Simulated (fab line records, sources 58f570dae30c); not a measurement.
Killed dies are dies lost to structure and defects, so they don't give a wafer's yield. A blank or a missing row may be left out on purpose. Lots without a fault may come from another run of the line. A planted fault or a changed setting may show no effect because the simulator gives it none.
fab line records | flow berkeley_cmos170
record lots=5 wafers=15 last_day=12
route steps=331 shown PVT@123 GATE@125 FIELD@126 PLDD@145 NLDD@158
lots that met no fault: from a run of the same line without faults
start_h: hours from the record's first day to the start of the lot's first wafer shown | wait_h: hours since the lot's step before | " the same as in the row above | L1.1+2: a row that stands for several wafers | - no value, or no start given | * or withheld: withheld | < > ~ a bound
route shown NAME@n: a module of which the file shows steps, and the number in the route of the first | usual: mean/standard deviation of fault-free wafers | same: alike in all rows | chamber/n: place in a boat | sites: the reading at each site | _std_site: their standard deviation | _edge_site: outer sites' mean less inner sites' | radius_mm: how far each site lies from the wafer's centre | mask NAME#n: copy n | behind: the tool/chamber that last shaped the wafer | hold: why the lot was held/for how many hours/how that ended | device: the transistor (n, p or np) that didn't switch | end of line: the same wafers' tests at the end of the route | a step without rows: its recipe alone | killed: dies lost to structure and defects at the first sort, not the wafer's yield | map: a wafer's dies, x killed, . not, _ none there
set.NAME: the setting as run; set.NAME@STEP: as run at that earlier step | model.NAME: the simulator's own value behind a step, which no gauge read
lots at some steps of the route; a table a step, a row a wafer
services: from which hour (start_h, from the record's first day; less than 0 if before it) a tool's chamber was out of use, for how many hours, and why
## steps
# step UCB170_PVT_STRIP_08
# recipe chemistry=O2 power_w=400 pressure_mtorr=3500 platen_temp_c=withheld o2_flow_sccm=400 overash_fraction=0.5
# usual drypump_motor_current_A=6.0/0.38 oes_product_au=0.734/0.0049 strip_time_to_endpoint_s=21.62/0.072
# columns lot.wafer tool chamber start_h wait_h drypump_motor_current_A oes_product_au rf_hours_counter_h strip_time_to_endpoint_s
L074.2 plasma_asher-03 0 133.56 0.1 5.9 0.731 32 21.65
L074.4 " 1 " " 6.7 0.730 - 21.69
L074.5 " 1 " " 6.8 0.732 - 21.69
L075.1 plasma_asher-03 1 141.01 0.1 6.7 0.740 33 21.63
L075.3 " 1 " " 6.8 0.737 - 21.58
L075.5 " 0 " " 5.9 0.736 - 21.66
L077.1 plasma_asher-04 1 154.41 0.1 5.7 0.728 46 21.59
L077.3 " 0 " " 5.8 0.734 - 21.57
L077.6 " 1 " " 5.8 0.738 - 21.54
L089.1 plasma_asher-03 0 214.54 0.1 5.9 0.735 41 21.61
L089.5 " 1 " " 6.7 0.737 - 21.64
L089.6 " 0 " " 5.9 0.728 - 21.71
L096.2 plasma_asher-01 0 236.90 0.1 6.2 0.734 13 21.67
L096.3 " 0 " " 6.3 0.738 - 21.63
L096.6 " 1 " " 5.7 0.732 - 21.68
# step UCB170_PVT_TW_MEAS_09
# usual PVT_TW=504/3.9
# columns lot.wafer tool chamber start_h wait_h PVT_TW
L074.2 film_metro-04 - 133.67 0.1 499
L074.4 " - " " 503
L074.5 " - " " 501
L075.1 film_metro-01 - 141.11 0.1 497
L075.3 " - " " 492
L075.5 " - " " 497
L077.1 film_metro-04 - 154.51 0.1 503
L077.3 " - " " 503
L077.6 " - " " 503
L089.1 film_metro-04 - 214.64 0.1 508
L089.5 " - " " 506
L089.6 " - " " 506
L096.2 film_metro-03 - 237.01 0.1 507
L096.3 " - " " 506
L096.6 " - " " 506
# step UCB170_GATE_WET_ETCH_00
# recipe chemistry=dHF dilution=25:1 target=SiO2 temp_c=25 time_s=200
# columns lot.wafer tool chamber start_h wait_h
L074.2+4+5 wet_bench-04 0 133.72 0.0
L075.1+3+5 wet_bench-04 0 141.17 0.1
L077.1+3+6 wet_bench-03 2 154.57 0.1
L089.1+5+6 wet_bench-02 0 214.70 0.1
L096.2+3+6 wet_bench-03 3 237.06 0.0
# step UCB170_FIELD_THK_MEAS_91
# recipe reads=SiO2_of_FIELD_OXIDATION_01
# usual FIELD_OXIDE_LEFT_2_THK=354/9.4
# columns lot.wafer tool chamber start_h wait_h FIELD_OXIDE_LEFT_2_THK[nm]
L074.2 film_metro-01 - 133.86 0.0 359
L074.4 " - " " 355
L074.5 " - " " 357
L075.1 film_metro-04 - 141.24 0.0 355
L075.3 " - " " 356
L075.5 " - " " 361
L077.1 film_metro-01 - 154.65 0.0 363
L077.3 " - " " 367
L077.6 " - " " 364
L089.1 film_metro-03 - 214.77 0.0 364
L089.5 " - " " 362
L089.6 " - " " 360
L096.2 film_metro-01 - 237.13 0.0 331
L096.3 " - " " 336
L096.6 " - " " 333
# step UCB170_GATE_OXIDATION_01
# recipe temp_c=850 ambient=O2 target_thk_a=66 ox_time_s=1800
# usual zone_power_centre_pct=38.3/0.6 zone_power_source_pct=22.5/1.3
# columns lot.wafer tool chamber start_h wait_h zone_power_centre_pct zone_power_source_pct
L074.2 furnace-02 0 136.35 2.5 38.4 21.1
L074.4 " 0 " " 38.1 21.3
L074.5 " 0 " " 37.9 21.2
L075.1 furnace-02 0 146.12 4.9 38.7 20.9
L075.3 " 0 " " 38.3 21.5
L075.5 " 0 " " 38.4 21.0
L077.1 furnace-01 0 159.10 4.4 39.3 25.7
L077.3 " 0 " " 40.0 25.8
L077.6 " 0 " " 39.2 25.6
L089.1 furnace-04 0 217.20 2.4 38.1 22.4
L089.5 " 0 " " 37.8 22.4
L089.6 " 0 " " 38.3 22.7
L096.2 furnace-02 0 244.55 7.4 38.7 21.3
L096.3 " 0 " " 38.4 21.5
L096.6 " 0 " " 37.9 21.3
# step UCB170_GATE_THK_MEAS_02
# recipe reads=SiO2_of_GATE_OXIDATION_01
# usual GATE_OXIDE_THK=6.64/0.13
# columns lot.wafer tool chamber start_h wait_h GATE_OXIDE_THK[nm]
L074.2 film_metro-04 - 137.98 0.1 6.57
L074.4 " - " " 6.51
L074.5 " - " " 6.74
L075.1 film_metro-02 - 147.62 0.0 6.61
L075.3 " - " " 6.74
L075.5 " - " " 6.62
L077.1 film_metro-03 - 160.60 0.0 6.42
L077.3 " - " " 6.41
L077.6 " - " " 6.51
L089.1 film_metro-02 - 218.70 0.0 6.82
L089.5 " - " " 6.85
L089.6 " - " " 6.88
L096.2 film_metro-03 - 246.06 0.0 6.71
L096.3 " - " " 6.71
L096.6 " - " " 6.69
# step UCB170_GATE_ANNEAL_03
# recipe temp_c=900 time_s=1800 ambient=N2
# usual zone_power_centre_pct=41.2/0.94 zone_power_source_pct=26.3/2
# columns lot.wafer tool chamber start_h wait_h zone_power_centre_pct zone_power_source_pct
L074.2 furnace-01 0 141.76 3.8 42.3 28.3
L074.4 " 0 " " 41.7 28.9
L074.5 " 0 " " 42.3 29.0
L075.1 furnace-04 0 152.45 4.8 40.2 25.5
L075.3 " 0 " " 40.4 25.8
L075.5 " 0 " " 40.5 25.5
L077.1 furnace-02 0 165.48 4.9 42.3 23.9
L077.3 " 0 " " 40.7 23.8
L077.6 " 0 " " 41.7 23.9
L089.1 furnace-04 0 222.80 4.1 40.2 25.4
L089.5 " 0 " " 39.7 26.0
L089.6 " 0 " " 40.9 25.3
L096.2 furnace-04 0 251.78 5.7 40.7 25.5
L096.3 " 0 " " 40.3 25.6
L096.6 " 0 " " 40.3 25.2
# step UCB170_GATE_CVD_04
# recipe material=poly-Si temp_c=610 precursor=SiH4 time_s=1440 pressure_mtorr=375 target_thk_nm=214 sih4_flow_sccm=120
# usual sih4_flow_sccm=120.0/0.35 zone_power_centre_pct=27.1/1.6 zone_power_source_pct=12.8/1.3
# columns lot.wafer tool chamber start_h wait_h sih4_flow_sccm zone_power_centre_pct zone_power_source_pct
L074.2 lpcvd-01 0 144.48 1.2 120.0 28.7 12.0
L074.4 " 0 " " 119.5 28.7 12.0
L074.5 " 0 " " 120.3 29.1 12.1
L075.1 lpcvd-02 0 153.95 0.0 120.3 26.2 14.6
L075.3 " 0 " " 120.2 25.8 14.4
L075.5 " 0 " " 120.4 26.0 14.5
L077.1 lpcvd-01 1 167.06 0.1 120.1 29.4 10.6
L077.3 " 1 " " 119.9 29.5 10.5
L077.6 " 1 " " 119.3 29.1 10.6
L089.1 lpcvd-02 1 224.30 0.0 119.9 25.6 12.3
L089.5 " 1 " " 119.6 25.7 12.7
L089.6 " 1 " " 120.0 26.0 12.6
L096.2 lpcvd-01 0 253.28 0.0 120.2 27.9 12.3
L096.3 " 0 " " 119.8 29.0 12.1
L096.6 " 0 " " 119.9 28.8 12.2
# step UCB170_GATE_THK_MEAS_05
# recipe reads=poly-Si_of_GATE_CVD_04
# usual GATE_POLY_THK=213.4/2.2
# columns lot.wafer tool chamber start_h wait_h GATE_POLY_THK[nm]
L074.2 film_metro-03 - 145.95 0.1 214.0
L074.4 " - " " 215.0
L074.5 " - " " 212.9
L075.1 film_metro-03 - 155.35 0.0 209.3
L075.3 " - " " 210.8
L075.5 " - " " 210.3
L077.1 film_metro-04 - 168.46 0.0 211.7
L077.3 " - " " 211.5
L077.6 " - " " 212.2
L089.1 film_metro-04 - 225.70 0.0 215.1
L089.5 " - " " 213.8
L089.6 " - " " 214.4
L096.2 film_metro-04 - 254.69 0.0 214.0
L096.3 " - " " 211.9
L096.6 " - " " 213.1
# step UCB170_GATE_COAT_06
# recipe resist=BARC temp_c=withheld time_s=withheld spin_rpm=3000 resist_thk_nm=withheld
# columns lot.wafer tool chamber start_h wait_h
L074.2+4+5 litho_track-04 0 146.43 0.5
L075.1+3+5 litho_track-03 0 155.65 0.3
L077.1+3+6 litho_track-02 0 169.00 0.5
L089.1+5+6 litho_track-02 0 226.54 0.8
L096.2+3+6 litho_track-02 0 254.77 0.1
# step UCB170_GATE_COAT_07
# recipe resist=KrF spin_rpm=1500 resist_thk_nm=900
# columns lot.wafer tool chamber start_h wait_h
L074.2+4+5 litho_track-04 0 - -
L075.1+3+5 litho_track-03 0 - -
L077.1+3+6 litho_track-02 0 - -
L089.1+5+6 litho_track-02 0 - -
L096.2+3+6 litho_track-02 0 - -
# step UCB170_GATE_SOFTBAKE_08
# recipe resist=KrF temp_c=130 time_s=60
# columns lot.wafer tool chamber start_h wait_h
L074.2+4+5 litho_track-04 0 - -
L075.1+3+5 litho_track-03 0 - -
L077.1+3+6 litho_track-02 0 - -
L089.1+5+6 litho_track-02 0 - -
L096.2+3+6 litho_track-02 0 - -
# step UCB170_GATE_EXPOSE_09
# recipe mask_id=POLY target_cd_nm=350 na=0.5 sigma_outer=0.6 source_shape=conventional dose_mj=21
# columns lot.wafer tool chamber start_h wait_h mask
L074.2+4+5 krf_scanner-02 0 147.17 - POLY#0
L075.1+3+5 krf_scanner-02 0 156.22 - POLY#0
L077.1+3+6 krf_scanner-01 0 169.64 - POLY#0
L089.1+5+6 krf_scanner-01 0 227.16 - POLY#0
L096.2+3+6 krf_scanner-02 0 255.33 - POLY#0
# step UCB170_GATE_PEB_10
# recipe peb_temp_c=130 peb_time_s=withheld resist=KrF
# columns lot.wafer tool chamber start_h wait_h
L074.2+4+5 litho_track-02 0 147.42 0.2
L075.1+3+5 litho_track-02 0 156.34 0.1
L077.1+3+6 litho_track-04 0 170.22 0.6
L089.1+5+6 litho_track-02 0 227.54 0.4
L096.2+3+6 litho_track-02 0 255.61 0.3
# step UCB170_GATE_DEVELOP_11
# recipe developer=TMAH develop_time_s=45 resist=KrF dev_temp_c=21
# columns lot.wafer tool chamber start_h wait_h
L074.2+4+5 litho_track-02 0 - -
L075.1+3+5 litho_track-02 0 - -
L077.1+3+6 litho_track-04 0 - -
L089.1+5+6 litho_track-02 0 - -
L096.2+3+6 litho_track-02 0 - -
# step UCB170_GATE_CD_MEAS_12
# recipe target_cd_nm=350
# usual cd_nm=349.7/1.4
# columns lot.wafer tool chamber start_h wait_h cd_nm
L074.2 cd_sem-01 - 147.87 - 351.1
L074.4 " - " " 350.9
L074.5 " - " " 352.6
L075.1 cd_sem-02 - 156.61 - 351.3
L075.3 " - " " 352.4
L075.5 " - " " 351.0
L077.1 cd_sem-01 - 170.50 - 350.6
L077.3 " - " " 351.9
L077.6 " - " " 351.1
L089.1 cd_sem-01 - 227.81 - 348.3
L089.5 " - " " 349.0
L089.6 " - " " 347.6
L096.2 cd_sem-02 - 255.88 - 349.5
L096.3 " - " " 347.4
L096.6 " - " " 348.9
# step UCB170_GATE_OVL_MEAS_13
# usual GATE_OVL=0/4.6
# columns lot.wafer tool chamber start_h wait_h GATE_OVL[nm]
L074.2 overlay-02 - 147.98 0.1 0
L074.4 " - " " 1
L074.5 " - " " -4
L075.1 overlay-01 - 156.73 0.1 -1
L075.3 " - " " 1
L075.5 " - " " 2
L077.1 overlay-01 - 170.62 0.1 7
L077.3 " - " " 0
L077.6 " - " " -1
L089.1 overlay-01 - 227.93 0.1 -5
L089.5 " - " " -8
L089.6 " - " " -5
L096.2 overlay-01 - 255.99 0.1 8
L096.3 " - " " 3
L096.6 " - " " 8
# step UCB170_GATE_ETCH_14
# recipe chemistry=N2/H2 target_depth_a=withheld overetch_a=withheld target=BARC time_s=withheld source_w=500 bias_w=100 pressure_mtorr=30 n2_flow_sccm=100 h2_flow_sccm=200
# usual drypump_motor_current_A=5.7/0.44 oes_product_au=1.00/0.032 throttle_valve_pct=13.23/0.22
# columns lot.wafer tool chamber start_h wait_h drypump_motor_current_A oes_product_au throttle_valve_pct
L074.2 rie_diel-03 3 148.01 0.0 5.3 1.02 13.31
L074.4 " 2 " " 5.2 1.02 13.30
L074.5 " 0 " " 5.5 1.01 13.11
L075.1 rie_diel-03 2 156.77 0.0 5.2 1.02 13.30
L075.3 " 3 " " 5.3 1.04 13.31
L075.5 " 3 " " 5.3 1.04 13.30
L077.1 rie_diel-01 2 170.65 0.0 5.8 0.96 13.36
L077.3 " 3 " " 5.3 0.99 13.26
L077.6 " 1 " " 6.0 1.04 13.79
L089.1 rie_diel-02 2 227.97 0.0 5.9 1.04 13.28
L089.5 " 0 " " 5.7 0.94 13.15
L089.6 " 3 " " 5.3 1.01 13.21
L096.2 rie_diel-02 1 256.02 0.0 6.5 0.97 12.98
L096.3 " 0 " " 5.7 0.96 13.17
L096.6 " 1 " " 6.5 0.96 12.99
# step UCB170_GATE_ETCH_15
# recipe chemistry=HBr/Cl2 target=poly-Si stop_on=SiO2 over_etch_frac=0.3 icp_w=300 bias_w=150 time_s=56.3 pressure_mtorr=15 HBr_flow_sccm=150 Cl2_flow_sccm=50 target_depth_a=2782
# usual drypump_motor_current_A=5.5/0.53 oes_product_au=0.827/0.017 throttle_valve_pct=26.4/0.42
# columns lot.wafer tool chamber start_h wait_h drypump_motor_current_A oes_product_au rf_hours_counter_h throttle_valve_pct
L074.2 rie_si-01 2 148.05 - 5.6 0.818 102 26.4
L074.4 " 0 " " 5.3 0.825 0 27.2
L074.5 " 3 " " 5.0 0.847 - 26.8
L075.1 rie_si-01 3 156.81 - 5.0 0.838 1 26.8
L075.3 " 0 " " 5.3 0.802 0 27.2
L075.5 " 2 " " 5.7 0.811 - 26.4
L077.1 rie_si-01 3 170.69 - 5.0 0.849 1 26.8
L077.3 " 2 " " 5.7 0.810 102 26.4
L077.6 " 2 " " 5.6 0.818 - 26.4
L089.1 rie_si-01 2 228.01 - 5.6 0.815 102 26.4
L089.5 " 3 " " 5.0 0.850 - 26.8
L089.6 " 2 " " 5.7 0.817 - 26.4
L096.2 rie_si-01 1 256.06 - 5.3 0.842 1 26.2
L096.3 " 3 " " 5.0 0.846 1 26.8
L096.6 " 3 " " 5.0 0.847 - 26.8
# step UCB170_GATE_STRIP_16
# recipe chemistry=O2 power_w=400 pressure_mtorr=3500 platen_temp_c=withheld o2_flow_sccm=400 overash_fraction=0.5
# usual drypump_motor_current_A=6.1/0.34 oes_product_au=0.724/0.0049
# columns lot.wafer tool chamber start_h wait_h drypump_motor_current_A oes_product_au rf_hours_counter_h
L074.2 plasma_asher-03 0 148.10 0.0 5.9 0.734 34
L074.4 " 1 " " 6.8 0.728 -
L074.5 " 0 " " 5.9 0.728 -
L075.1 plasma_asher-02 1 156.86 0.0 6.3 0.725 41
L075.3 " 1 " " 6.3 0.726 -
L075.5 " 0 " " 6.1 0.716 -
L077.1 plasma_asher-01 1 170.74 0.0 5.6 0.731 6
L077.3 " 1 " " 5.6 0.725 -
L077.6 " 0 " " 6.2 0.717 -
L089.1 plasma_asher-03 0 228.06 0.0 5.9 0.727 42
L089.5 " 1 " " 6.8 0.725 -
L089.6 " 0 " " 5.9 0.730 -
L096.2 plasma_asher-02 1 256.11 0.0 6.3 0.729 52
L096.3 " 1 " " 6.3 0.724 -
L096.6 " 1 " " 6.3 0.729 -
# step UCB170_GATE_CD_MEAS_90
# recipe target_cd_nm=350
# usual cd_nm=349.5/1.7
# columns lot.wafer tool chamber start_h wait_h cd_nm
L074.2 cd_sem-01 - 148.23 0.1 350.6
L074.4 " - " " 349.7
L074.5 " - " " 352.2
L075.1 cd_sem-02 - 156.96 0.1 350.0
L075.3 " - " " 351.4
L075.5 " - " " 350.2
L077.1 cd_sem-01 - 170.84 0.1 351.7
L077.3 " - " " 353.7
L077.6 " - " " 352.3
L089.1 cd_sem-02 - 228.16 0.1 346.5
L089.5 " - " " 348.0
L089.6 " - " " 348.1
L096.2 cd_sem-01 - 256.23 0.1 348.6
L096.3 " - " " 347.0
L096.6 " - " " 348.6
# step UCB170_GATE_CLEAN_17
# recipe chemistry=SPM temp_c=120 time_s=600
# columns lot.wafer tool chamber start_h wait_h
L074.2+4+5 wet_bench-04 3 148.33 0.1
L075.1+3+5 wet_bench-04 1 158.30 1.3
L077.1+3+6 wet_bench-04 2 171.23 0.4
L089.1+5+6 wet_bench-03 3 228.51 0.3
L096.2+3+6 wet_bench-03 2 256.51 0.3
# step UCB170_PLDD_HMDS_00
# recipe prime_time_s=60 prime_temp_c=100
# same prime_time_s=60
# columns lot.wafer tool chamber start_h wait_h
L074.2+4+5 litho_track-03 0 148.78 0.3
L075.1+3+5 litho_track-01 0 159.17 0.7
L077.1+3+6 litho_track-03 0 171.40 0.0
L089.1+5+6 litho_track-01 0 228.68 0.0
L096.2+3+6 litho_track-03 0 256.72 0.0
# step UCB170_PLDD_COAT_01
# recipe resist=KrF spin_rpm=1500 resist_thk_nm=900
# columns lot.wafer tool chamber start_h wait_h
L074.2+4+5 litho_track-03 0 148.93 0.1
L075.1+3+5 litho_track-01 0 159.32 0.1
L077.1+3+6 litho_track-03 0 171.55 0.1
L089.1+5+6 litho_track-01 0 228.83 0.1
L096.2+3+6 litho_track-03 0 256.87 0.1
# step UCB170_PLDD_SOFTBAKE_02
# recipe resist=KrF temp_c=130 time_s=60
# columns lot.wafer tool chamber start_h wait_h
L074.2+4+5 litho_track-03 0 149.08 0.1
L075.1+3+5 litho_track-01 0 159.47 0.1
L077.1+3+6 litho_track-03 0 171.70 0.1
L089.1+5+6 litho_track-01 0 228.98 0.1
L096.2+3+6 litho_track-03 0 257.02 0.1
# step UCB170_PLDD_EXPOSE_03
# recipe mask_id=PSELECT na=0.5 sigma_outer=0.6 source_shape=conventional target_cd_nm=1200 dose_mj=30
# columns lot.wafer tool chamber start_h wait_h mask
L074.2+4+5 krf_scanner-02 0 149.42 0.3 PSELECT#0
L075.1+3+5 krf_scanner-01 0 159.75 0.2 PSELECT#0
L077.1+3+6 krf_scanner-02 0 171.98 0.2 PSELECT#0
L089.1+5+6 krf_scanner-02 0 229.26 0.2 PSELECT#0
L096.2+3+6 krf_scanner-02 0 257.29 0.2 PSELECT#0
# step UCB170_PLDD_PEB_04
# recipe peb_temp_c=130 peb_time_s=withheld resist=KrF
# columns lot.wafer tool chamber start_h wait_h
L074.2+4+5 litho_track-01 0 149.90 0.5
L075.1+3+5 litho_track-01 0 159.90 0.1
L077.1+3+6 litho_track-01 0 172.30 0.3
L089.1+5+6 litho_track-03 0 229.37 0.1
L096.2+3+6 litho_track-03 0 257.62 0.3
# step UCB170_PLDD_DEVELOP_05
# recipe developer=TMAH develop_time_s=45 resist=KrF dev_temp_c=21
# columns lot.wafer tool chamber start_h wait_h
L074.2+4+5 litho_track-01 0 - -
L075.1+3+5 litho_track-01 0 - -
L077.1+3+6 litho_track-01 0 - -
L089.1+5+6 litho_track-03 0 - -
L096.2+3+6 litho_track-03 0 - -
# step UCB170_PLDD_CD_MEAS_06
# recipe target_cd_nm=1200
# usual cd_nm=1199.6/1.3
# columns lot.wafer tool chamber start_h wait_h cd_nm
L074.2 cd_sem-01 - 150.24 - 1200.2
L074.4 " - " " 1200.3
L074.5 " - " " 1200.7
L075.1 cd_sem-01 - 160.17 - 1200.1
L075.3 " - " " 1200.1
L075.5 " - " " 1200.9
L077.1 cd_sem-01 - 172.58 - 1198.7
L077.3 " - " " 1198.7
L077.6 " - " " 1199.5
L089.1 cd_sem-02 - 229.65 - 1200.0
L089.5 " - " " 1201.5
L089.6 " - " " 1201.2
L096.2 cd_sem-01 - 257.89 - 1198.3
L096.3 " - " " 1198.7
L096.6 " - " " 1198.3
# step UCB170_PLDD_OVL_MEAS_07
# usual PLDD_OVL=0/4.5
# columns lot.wafer tool chamber start_h wait_h PLDD_OVL[nm]
L074.2 overlay-01 - 150.35 0.1 4
L074.4 " - " " 3
L074.5 " - " " -2
L075.1 overlay-01 - 160.29 0.1 -3
L075.3 " - " " 0
L075.5 " - " " -1
L077.1 overlay-01 - 172.70 0.1 -1
L077.3 " - " " -1
L077.6 " - " " 5
L089.1 overlay-02 - 229.77 0.1 -3
L089.5 " - " " 3
L089.6 " - " " -6
L096.2 overlay-01 - 258.00 0.1 4
L096.3 " - " " 2
L096.6 " - " " -1
# step UCB170_PLDD_IMPLANT_08
# recipe species=BF2 dose_cm2=5e+13 energy_kev=10 tilt_deg=7 rotation_deg=0
# columns lot.wafer tool chamber start_h wait_h
L074.2+4+5 implanter-03 0 150.40 0.0
L075.1+3+5 implanter-04 0 160.33 0.0
L077.1+3+6 implanter-03 0 172.74 0.0
L089.1+5+6 implanter-04 0 229.81 0.0
L096.2+3+6 implanter-02 0 258.05 0.0
# step UCB170_PLDD_IMPLANT_09
# recipe species=BF2 dose_cm2=5e+13 energy_kev=10 tilt_deg=7 rotation_deg=180
# columns lot.wafer tool chamber start_h wait_h
L074.2+4+5 implanter-03 0 150.55 0.1
L075.1+3+5 implanter-04 0 160.48 0.1
L077.1+3+6 implanter-03 0 172.89 0.1
L089.1+5+6 implanter-04 0 229.96 0.1
L096.2+3+6 implanter-02 0 258.20 0.1
# step UCB170_PLDD_STRIP_10
# recipe chemistry=O2 power_w=400 pressure_mtorr=3500 platen_temp_c=withheld o2_flow_sccm=400 overash_fraction=0.5
# usual drypump_motor_current_A=6.1/0.33 oes_product_au=0.734/0.0039 strip_time_to_endpoint_s=21.64/0.059
# columns lot.wafer tool chamber start_h wait_h drypump_motor_current_A oes_product_au rf_hours_counter_h strip_time_to_endpoint_s
L074.2 plasma_asher-03 1 150.68 0.1 6.8 0.737 34 21.69
L074.4 " 0 " " 5.9 0.736 - 21.60
L074.5 " 1 " " 6.8 0.738 - 21.68
L075.1 plasma_asher-04 0 160.63 0.1 5.8 0.732 47 21.59
L075.3 " 1 " " 5.7 0.733 - 21.56
L075.5 " 0 " " 5.8 0.737 - 21.59
L077.1 plasma_asher-03 0 173.04 0.1 5.9 0.731 36 21.58
L077.3 " 0 " " 5.9 0.732 - 21.57
L077.6 " 0 " " 5.9 0.733 - 21.61
L089.1 plasma_asher-03 0 230.11 0.1 5.9 0.736 42 21.50
L089.5 " 0 " " 5.9 0.734 - 21.53
L089.6 " 1 " " 6.7 0.726 - 21.58
L096.2 plasma_asher-03 1 258.33 0.1 6.7 0.734 45 21.58
L096.3 " 0 " " 5.9 0.730 - 21.58
L096.6 " 1 " " 6.7 0.735 - 21.58
# step UCB170_PLDD_TW_MEAS_11
# usual PLDD_TW=1005/8.7
# columns lot.wafer tool chamber start_h wait_h PLDD_TW
L074.2 film_metro-03 - 150.79 0.1 1003
L074.4 " - " " 1010
L074.5 " - " " 1008
L075.1 film_metro-01 - 160.73 0.1 981
L075.3 " - " " 983
L075.5 " - " " 985
L077.1 film_metro-03 - 173.14 0.1 1012
L077.3 " - " " 1015
L077.6 " - " " 1009
L089.1 film_metro-03 - 230.21 0.1 1003
L089.5 " - " " 1009
L089.6 " - " " 1010
L096.2 film_metro-02 - 258.44 0.1 1016
L096.3 " - " " 1017
L096.6 " - " " 1012
# step UCB170_PLDD_CLEAN_12
# recipe chemistry=SPM temp_c=120 time_s=600
# columns lot.wafer tool chamber start_h wait_h
L074.2+4+5 wet_bench-03 0 150.84 0.0
L075.1+3+5 wet_bench-03 2 160.98 0.2
L077.1+3+6 wet_bench-03 3 173.20 0.1
L089.1+5+6 wet_bench-03 3 230.33 0.1
L096.2+3+6 wet_bench-03 0 258.49 0.0
# step UCB170_NLDD_HMDS_00
# recipe prime_time_s=60 prime_temp_c=100
# same prime_time_s=60
# columns lot.wafer tool chamber start_h wait_h
L074.2+4+5 litho_track-03 0 151.07 0.0
L075.1+3+5 litho_track-03 0 161.37 0.2
L077.1+3+6 litho_track-02 0 173.39 0.0
L089.1+5+6 litho_track-03 0 230.76 0.2
L096.2+3+6 litho_track-03 0 259.07 0.4
# step UCB170_NLDD_COAT_01
# recipe resist=KrF spin_rpm=1500 resist_thk_nm=900
# columns lot.wafer tool chamber start_h wait_h
L074.2+4+5 litho_track-03 0 151.22 0.1
L075.1+3+5 litho_track-03 0 161.52 0.1
L077.1+3+6 litho_track-02 0 173.54 0.1
L089.1+5+6 litho_track-03 0 230.91 0.1
L096.2+3+6 litho_track-03 0 259.22 0.1
# step UCB170_NLDD_SOFTBAKE_02
# recipe resist=KrF temp_c=130 time_s=60
# columns lot.wafer tool chamber start_h wait_h
L074.2+4+5 litho_track-03 0 151.37 0.1
L075.1+3+5 litho_track-03 0 161.67 0.1
L077.1+3+6 litho_track-02 0 173.69 0.1
L089.1+5+6 litho_track-03 0 231.06 0.1
L096.2+3+6 litho_track-03 0 259.37 0.1
# step UCB170_NLDD_EXPOSE_03
# recipe mask_id=NSELECT na=0.5 sigma_outer=0.6 source_shape=conventional target_cd_nm=1200 dose_mj=30
# columns lot.wafer tool chamber start_h wait_h mask
L074.2+4+5 krf_scanner-02 0 151.64 0.2 NSELECT#0
L075.1+3+5 krf_scanner-02 0 161.95 0.2 NSELECT#0
L077.1+3+6 krf_scanner-01 0 173.97 0.2 NSELECT#0
L089.1+5+6 krf_scanner-01 0 231.27 0.2 NSELECT#0
L096.2+3+6 krf_scanner-02 0 259.52 0.1 NSELECT#0
# step UCB170_NLDD_PEB_04
# recipe peb_temp_c=130 peb_time_s=withheld resist=KrF
# columns lot.wafer tool chamber start_h wait_h
L074.2+4+5 litho_track-03 0 151.76 0.1
L075.1+3+5 litho_track-02 0 162.06 0.1
L077.1+3+6 litho_track-02 0 174.09 0.1
L089.1+5+6 litho_track-01 0 231.61 0.3
L096.2+3+6 litho_track-03 0 259.97 0.4
# step UCB170_NLDD_DEVELOP_05
# recipe developer=TMAH develop_time_s=45 resist=KrF dev_temp_c=21
# columns lot.wafer tool chamber start_h wait_h
L074.2+4+5 litho_track-03 0 - -
L075.1+3+5 litho_track-02 0 - -
L077.1+3+6 litho_track-02 0 - -
L089.1+5+6 litho_track-01 0 - -
L096.2+3+6 litho_track-03 0 - -
# step UCB170_NLDD_CD_MEAS_06
# recipe target_cd_nm=1200
# usual cd_nm=1200.0/1.3
# columns lot.wafer tool chamber start_h wait_h cd_nm
L074.2 cd_sem-02 - 152.03 - 1198.5
L074.4 " - " " 1197.9
L074.5 " - " " 1198.9
L075.1 cd_sem-01 - 162.34 - 1199.1
L075.3 " - " " 1199.2
L075.5 " - " " 1199.1
L077.1 cd_sem-02 - 174.36 - 1200.2
L077.3 " - " " 1198.2
L077.6 " - " " 1198.4
L089.1 cd_sem-02 - 231.88 - 1200.8
L089.5 " - " " 1202.8
L089.6 " - " " 1201.9
L096.2 cd_sem-01 - 260.24 - 1200.0
L096.3 " - " " 1198.9
L096.6 " - " " 1200.3
# step UCB170_NLDD_OVL_MEAS_07
# usual NLDD_OVL=1/4.2
# columns lot.wafer tool chamber start_h wait_h NLDD_OVL[nm]
L074.2 overlay-02 - 152.14 0.1 -3
L074.4 " - " " -3
L074.5 " - " " 0
L075.1 overlay-02 - 162.46 0.1 -1
L075.3 " - " " 0
L075.5 " - " " 2
L077.1 overlay-02 - 174.48 0.1 4
L077.3 " - " " 4
L077.6 " - " " 6
L089.1 overlay-02 - 232.00 0.1 1
L089.5 " - " " -9
L089.6 " - " " 1
L096.2 overlay-01 - 260.35 0.1 -4
L096.3 " - " " 1
L096.6 " - " " 4
# step UCB170_NLDD_IMPLANT_08
# recipe species=As dose_cm2=5e+13 energy_kev=30 tilt_deg=7 rotation_deg=0
# columns lot.wafer tool chamber start_h wait_h
L074.2+4+5 implanter-04 0 152.19 0.0
L075.1+3+5 implanter-01 0 162.49 0.0
L077.1+3+6 implanter-01 0 174.52 0.0
L089.1+5+6 implanter-01 0 232.04 0.0
L096.2+3+6 implanter-04 0 260.40 0.0
# step UCB170_NLDD_IMPLANT_09
# recipe species=As dose_cm2=5e+13 energy_kev=30 tilt_deg=7 rotation_deg=180
# columns lot.wafer tool chamber start_h wait_h
L074.2+4+5 implanter-04 0 152.34 0.1
L075.1+3+5 implanter-01 0 162.64 0.1
L077.1+3+6 implanter-01 0 174.67 0.1
L089.1+5+6 implanter-01 0 232.19 0.1
L096.2+3+6 implanter-04 0 260.55 0.1
## services
# columns tool chamber start_h hours kind
krf_scanner-01 - 114.05 4.0 pm
rie_diel-03 1 116.40 9.2 repair
rie_si-01 0 119.44 13.7 repair
lpcvd-01 - 120.73 2.8 pm
furnace-04 - 123.20 2.6 pm
rie_diel-02 3 126.79 4.6 repair
lpcvd-02 - 129.03 0.5 repair
krf_scanner-02 - 129.37 1.0 pm
krf_scanner-02 - 130.37 0.8 pm
implanter-04 - 134.19 3.6 repair
rie_diel-03 0 136.13 2.8 repair
rie_si-01 - 141.89 0.2 repair
krf_scanner-01 - 157.55 0.8 pm
furnace-04 - 167.60 8.1 pm
wet_bench-03 - 169.28 1.9 pm
rie_si-01 0 195.84 11.4 repair
plasma_asher-03 - 200.49 3.8 repair
rie_si-01 2 210.35 4.8 repair
wet_bench-04 - 223.53 45.4 pm
krf_scanner-02 - 230.82 1.3 pm
krf_scanner-01 - 232.29 1.3 pm
furnace-02 - 251.05 2.9 pm
furnace-02 - 256.83 3.4 pm
rie_si-01 - 259.89 0.5 repair
## key
fault none
